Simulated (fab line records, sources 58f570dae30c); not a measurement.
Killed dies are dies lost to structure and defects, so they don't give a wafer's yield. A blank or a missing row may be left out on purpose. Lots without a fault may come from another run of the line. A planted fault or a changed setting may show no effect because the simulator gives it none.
Which tool did it? | flow berkeley_cmos170 | 14 lots, 42 wafers sampled, at 6 steps of a route of 331

WHAT THE GAUGES READ, wafer by wafer
UCB170_NVT_TW_MEAS_09. Usual: NVT_TW 522.5, standard deviation 2.5.
lot  | measured     | on            | NVT_TW            | flag
L262 | day 6 09:16  | film_metro-04 | 519.9 522.2 518.4 |
L266 | day 7 10:41  | film_metro-04 | 521.7 519.3 520.9 |
L263 | day 7 10:53  | film_metro-02 | 522.7 525.4 523.9 |
L264 | day 7 10:56  | film_metro-04 | 519.0 517.3 520.2 |
L265 | day 7 10:56  | film_metro-01 | 525.4 525.8 525.8 |
L269 | day 8 02:08  | film_metro-04 | 524.8 526.1 525.5 |
L275 | day 9 03:39  | film_metro-04 | 524.1 523.0 523.9 |
L277 | day 9 13:43  | film_metro-01 | 521.8 524.4 520.6 |
L278 | day 10 01:53 | film_metro-01 | 518.0 519.5 521.2 |
L281 | day 10 09:42 | film_metro-02 | 526.7 528.0 526.6 |
L282 | day 10 09:58 | film_metro-04 | 520.5 523.7 523.7 |
L280 | day 11 00:14 | film_metro-04 | 521.9 526.0 523.3 |
L283 | day 11 00:29 | film_metro-01 | 525.6 523.3 520.7 |
L284 | day 11 18:24 | film_metro-04 | 520.9 523.0 521.0 |

UCB170_PLDD_TW_MEAS_11. Usual: PLDD_TW 1009, standard deviation 8.4.
lot  | measured     | on            | PLDD_TW        | flag
L262 | day 7 07:08  | film_metro-01 | 1017 1011 1016 |
L266 | day 8 11:33  | film_metro-01 | 1021 1007 1015 |
L263 | day 8 11:53  | film_metro-02 | 865 865 869    | OFF
L264 | day 8 11:11  | film_metro-03 | 1000 997 994   |
L265 | day 8 11:25  | film_metro-02 | 1018 1017 1017 |
L269 | day 8 21:28  | film_metro-03 | 852 853 845    | OFF
L275 | day 9 21:53  | film_metro-01 | 1008 1010 1008 |
L277 | day 10 12:31 | film_metro-01 | 1010 1007 1013 |
L278 | day 11 04:31 | film_metro-01 | 1016 1011 1010 |
L281 | day 11 07:04 | film_metro-02 | 1018 1016 1016 |
L282 | day 11 06:46 | film_metro-03 | 990 1000 1001  |
L280 | day 12 04:56 | film_metro-01 | 1010 1016 1012 |
L283 | day 12 05:29 | film_metro-03 | 998 999 993    |
L284 | day 12 11:28 | film_metro-02 | 1014 1007 1016 |

UCB170_SDANNEAL_RS_MEAS_04: measures by four-point-probe. Usual: PLDD_RS 1031.6 ohm/sq, standard deviation 3.
lot  | measured     | on            | PLDD_RS (ohm/sq)     | flag
L262 | day 7 20:46  | film_metro-03 | 1027.5 1032.5 1028.6 |
L266 | day 9 01:19  | film_metro-03 | 1030.6 1034.6 1029.0 |
L263 | day 9 01:25  | film_metro-02 | 1533.8 1538.2 1526.1 | OFF
L264 | day 9 01:06  | film_metro-01 | 1032.1 1032.4 1033.1 |
L265 | day 9 00:46  | film_metro-02 | 1031.9 1030.3 1029.7 |
L269 | day 9 11:52  | film_metro-03 | 1537.7 1538.6 1533.7 | OFF
L275 | day 10 11:52 | film_metro-01 | 1037.2 1037.0 1038.3 |
L277 | day 11 05:56 | film_metro-02 | 1029.2 1024.3 1029.3 |
L278 | day 11 19:49 | film_metro-02 | 1032.8 1030.9 1031.2 |
L281 | day 11 20:17 | film_metro-01 | 1029.5 1032.2 1029.9 |
L282 | day 11 19:31 | film_metro-01 | 1033.8 1031.0 1030.8 |
L280 | day 12 17:19 | film_metro-02 | 1029.5 1029.8 1032.5 |
L283 | day 12 17:10 | film_metro-01 | 1036.0 1037.1 1038.6 |
L284 | day 13 01:21 | film_metro-01 | 1032.2 1031.7 1032.1 |

WHICH TOOL RAN EACH LOT (tool, then ch and the chambers of the sampled wafers, then the start)
lot  | UCB170_GATE_ETCH_15              | UCB170_PLDD_IMPLANT_09          | UCB170_NLDD_STRIP_10
L262 | rie_si-02 ch 0,2,3, day 7 04:51  | implanter-04 ch 0, day 7 06:55  | plasma_asher-01 ch 0,1, day 7 10:16
L266 | rie_si-01 ch 1,2,3, day 8 07:59  | implanter-02 ch 0, day 8 11:20  | plasma_asher-01 ch 0,1, day 8 14:20
L263 | rie_si-01 ch 0,1,3, day 8 08:28  | implanter-04 ch 0, day 8 11:38  | plasma_asher-03 ch 0,1, day 8 14:35
L264 | rie_si-01 ch 0,1,2, day 8 07:37  | implanter-03 ch 0, day 8 10:58  | plasma_asher-03 ch 0,1, day 8 13:01
L265 | rie_si-02 ch 0,1, day 8 07:44    | implanter-04 ch 0, day 8 11:10  | plasma_asher-01 ch 0,1, day 8 13:09
L269 | rie_si-02 ch 1,2,3, day 8 19:32  | implanter-04 ch 0, day 8 21:14  | plasma_asher-02 ch 0,1, day 8 23:01
L275 | rie_si-02 ch 2,3, day 9 18:41    | implanter-03 ch 0, day 9 21:38  | plasma_asher-02 ch 0,1, day 10 00:35
L277 | rie_si-02 ch 0,1,3, day 10 10:20 | implanter-03 ch 0, day 10 12:16 | plasma_asher-01 ch 0,1, day 10 14:10
L278 | rie_si-01 ch 0,1,3, day 10 22:19 | implanter-03 ch 0, day 11 04:16 | plasma_asher-03 ch 0,1, day 11 06:46
L281 | rie_si-02 ch 2,3, day 11 04:02   | implanter-03 ch 0, day 11 06:49 | plasma_asher-01 ch 0,1, day 11 09:26
L282 | rie_si-01 ch 1,2,3, day 11 03:31 | implanter-02 ch 0, day 11 06:31 | plasma_asher-01 ch 0,1, day 11 09:11
L280 | rie_si-01 ch 1,2, day 12 02:34   | implanter-03 ch 0, day 12 04:41 | plasma_asher-01 ch 0,1, day 12 06:29
L283 | rie_si-02 ch 0,3, day 12 02:49   | implanter-03 ch 0, day 12 05:16 | plasma_asher-02 ch 0,1, day 12 08:46
L284 | rie_si-01 ch 0,2,3, day 12 09:13 | implanter-03 ch 0, day 12 11:13 | plasma_asher-02 ch 0,1, day 12 13:08
- UCB170_GATE_ETCH_15: etches poly-Si in HBr/Cl2, stops on SiO2, time 56.3 s, target depth 278.2 nm.
- UCB170_PLDD_IMPLANT_09
- UCB170_NLDD_STRIP_10: strips in O2.

WHAT THE TOOLS THEMSELVES READ (means of the sampled wafers that have a number; where no wafer has one, the mark that the record gives instead)
UCB170_GATE_ETCH_15. Usual: drypump_motor_current_A 5.5 A, standard deviation 0.31; mfc_cl2_sccm 49.98 sccm, standard deviation 0.15; oes_product_au 0.832 a.u., standard deviation 0.012; rf_fwd_power_W 297.5 W, standard deviation 1.2; throttle_valve_pct 26.40 %, standard deviation 0.22.
lot  | tool      | drypump_motor_current_A (A) | mfc_cl2_sccm (sccm) | oes_product_au (a.u.) | rf_fwd_power_W (W) | throttle_valve_pct (%) | flag
L262 | rie_si-02 | 5.7                         | 49.90               | 0.837                 | 296.8              | 26.49                  |
L266 | rie_si-01 | 5.5                         | 49.86               | 0.831                 | 296.9              | 26.31                  |
L263 | rie_si-01 | 5.3                         | 49.91               | 0.814                 | 297.1              | 26.37                  |
L264 | rie_si-01 | 5.3                         | 50.17               | 0.840                 | 297.5              | 26.43                  |
L265 | rie_si-02 | 5.3                         | 50.02               | 0.844                 | 297.1              | 26.36                  |
L269 | rie_si-02 | 5.5                         | 49.98               | 0.833                 | 297.9              | 26.42                  |
L275 | rie_si-02 | 5.8                         | 50.21               | 0.813                 | 297.5              | 26.35                  |
L277 | rie_si-02 | 5.5                         | 50.07               | 0.829                 | 297.3              | 26.27                  |
L278 | rie_si-01 | 5.3                         | 50.01               | 0.821                 | 297.3              | 26.36                  |
L281 | rie_si-02 | 5.8                         | 49.78               | 0.833                 | 297.4              | 26.35                  |
L282 | rie_si-01 | 5.5                         | 50.08               | 0.840                 | 297.0              | 26.32                  |
L280 | rie_si-01 | 5.5                         | 49.84               | 0.836                 | 297.3              | 26.21                  |
L283 | rie_si-02 | 5.8                         | 50.02               | 0.829                 | 296.3              | 26.27                  |
L284 | rie_si-01 | 5.3                         | 50.03               | 0.833                 | 297.8              | 26.55                  |

UCB170_PLDD_IMPLANT_09. Usual: dose_ions_cm2 5.001e+13, standard deviation 5.5e+10; faraday_current_uA 158, standard deviation 3.3.
lot  | tool         | dose_ions_cm2 | faraday_current_uA | flag
L262 | implanter-04 | 5.008e+13     | 155                |
L266 | implanter-02 | 4.997e+13     | 159                |
L263 | implanter-04 | 1.000e+13     | 31                 | OFF
L264 | implanter-03 | 5.005e+13     | 156                |
L265 | implanter-04 | 4.996e+13     | 158                |
L269 | implanter-04 | 1.004e+13     | 32                 | OFF
L275 | implanter-03 | 4.999e+13     | 159                |
L277 | implanter-03 | 5.006e+13     | 159                |
L278 | implanter-03 | 5.003e+13     | 157                |
L281 | implanter-03 | 5.000e+13     | 159                |
L282 | implanter-02 | 5.003e+13     | 161                |
L280 | implanter-03 | 5.002e+13     | 158                |
L283 | implanter-03 | 5.002e+13     | 160                |
L284 | implanter-03 | 4.998e+13     | 159                |

UCB170_NLDD_STRIP_10. Usual: drypump_motor_current_A 5.5 A, standard deviation 0.59; oes_product_au 0.734 a.u., standard deviation 0.0042; strip_time_to_endpoint_s 21.61 s, standard deviation 0.057.
lot  | tool            | drypump_motor_current_A (A) | oes_product_au (a.u.) | strip_time_to_endpoint_s (s) | flag
L262 | plasma_asher-01 | 5.2                         | 0.737                 | 21.67                        |
L266 | plasma_asher-01 | 5.2                         | 0.737                 | 21.65                        |
L263 | plasma_asher-03 | 5.6                         | 0.736                 | 21.66                        |
L264 | plasma_asher-03 | 5.3                         | 0.735                 | 21.62                        |
L265 | plasma_asher-01 | 5.4                         | 0.739                 | 21.57                        |
L269 | plasma_asher-02 | 5.4                         | 0.736                 | 21.50                        |
L275 | plasma_asher-02 | 5.9                         | 0.736                 | 21.63                        |
L277 | plasma_asher-01 | 5.4                         | 0.739                 | 21.53                        |
L278 | plasma_asher-03 | 5.3                         | 0.731                 | 21.66                        |
L281 | plasma_asher-01 | 5.2                         | 0.734                 | 21.56                        |
L282 | plasma_asher-01 | 5.2                         | 0.731                 | 21.61                        |
L280 | plasma_asher-01 | 5.2                         | 0.734                 | 21.58                        |
L283 | plasma_asher-02 | 5.4                         | 0.734                 | 21.56                        |
L284 | plasma_asher-02 | 5.4                         | 0.735                 | 21.62                        |

THE ANSWER, worked out from the rows above alone
Rule: a lot is off if the mean of its wafers that have a number lies more than 3 standard deviations from the usual mean. A lot without any number at a reading at which 4 lots or more have one is off too. The other lots that the step has rows for count as sound. The gauges are gone through in route order, then the tools' own readings, and for those a lot's mean is taken as printed above. The first step at which some lot is off is used, and at that step the reading that is off furthest; a lot without a number counts as furthest.
Off: L263, L269, at UCB170_PLDD_TW_MEAS_11 (PLDD_TW).
A tool fits if, at a process step before that reading, it ran every lot that is off, and no sound lot after the first of them. The gauges at UCB170_PLDD_TW_MEAS_11 aren't tried: what is off there is off at UCB170_PLDD_IMPLANT_09 too, on other tools, and a gauge's error can't cause that. One fits: implanter-04 at UCB170_PLDD_IMPLANT_09. Its last sound lot is L265 (day 8 11:10), its first lot that is off L263 (day 8 11:38): a fault that began between those two fits.
The tool's own readings at UCB170_PLDD_IMPLANT_09 bear it out: on the lots that are off they differ by more than 5 times the standard deviation of the sound lots' means. dose_ions_cm2 reads 1.002e+13 there against 5.002e+13 on the sound lots; faraday_current_uA reads 32 there against 158 on the sound lots.

WHAT THE SIMULATOR HAD PUT IN
Process parameter drift: implanter-04, from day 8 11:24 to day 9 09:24, at UCB170_PLDD_IMPLANT_09. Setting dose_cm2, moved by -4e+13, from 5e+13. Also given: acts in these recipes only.
Lots struck among those shown: L263, L269. The rule above found the same.
